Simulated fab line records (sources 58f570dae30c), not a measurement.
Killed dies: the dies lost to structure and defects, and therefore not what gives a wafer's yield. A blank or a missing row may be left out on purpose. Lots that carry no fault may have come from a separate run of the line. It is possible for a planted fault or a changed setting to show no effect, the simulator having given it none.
Matching of chambers | flow berkeleyCmos170 | pecvd-01 running UCB170_SPACER_CVD_00: 3 sister chambers
The step deposits SiO2 from TEOS/O2, target thk 376 nm, time 47 s. 6 wafers are shown with their chamber, then 7 later ones without.

WAFERS WITH THEIR CHAMBER
wafer  | chamber | heaterPowerW (W) | rfFwdPowerW (W)
L451.1 | 0       | 207              | 541.9
L451.4 | 1       | 377              | 544.6
L458.1 | 0       | 181              | 544.7
L458.6 | 2       | 231              | 545.6
L461.2 | 2       | 237              | 547.1
L461.3 | 1       | 383              | 543.0

WAFERS WITH NO CHAMBER GIVEN
wafer  | heaterPowerW (W) | rfFwdPowerW (W)
L461.4 | 388              | 542.6
L464.3 | 224              | 541.2
L464.4 | 238              | 543.9
L464.6 | 297              | 542.3
L469.2 | 155              | 543.2
L469.4 | 209              | 545.1
L469.6 | 172              | 543.0

WHICH CHAMBER EACH WENT THROUGH
wafer  | from the rows above     | in truth
L461.4 | 1                       | 1
L464.3 | can't be placed: 0 or 2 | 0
L464.4 | 2                       | 2
L464.6 | can't be placed: 2 or 1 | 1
L469.2 | 0                       | 0
L469.4 | can't be placed: 0 or 2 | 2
L469.6 | 0                       | 0
Correctly placed: 4 of 7. From these rows, 3 cannot be placed; in 3 the true chamber is one of the candidates. Wrongly placed: 0.
How it was worked out, from the rows above alone: a wafer's distance from a chamber is the root of the sum, over the readings, of the square of ((its reading less the chamber's mean) divided by the reading's scatter). If the next closest chamber is less than 2 further off than the closest, the wafer can't be placed; otherwise it belongs to the closest. For every chamber, the mean is computed from those of its wafers that are shown. How the scatter is found: for the shown wafers, subtract from each reading the mean of its chamber, square and add these, divide the total by (wafers less chambers), then take the root.
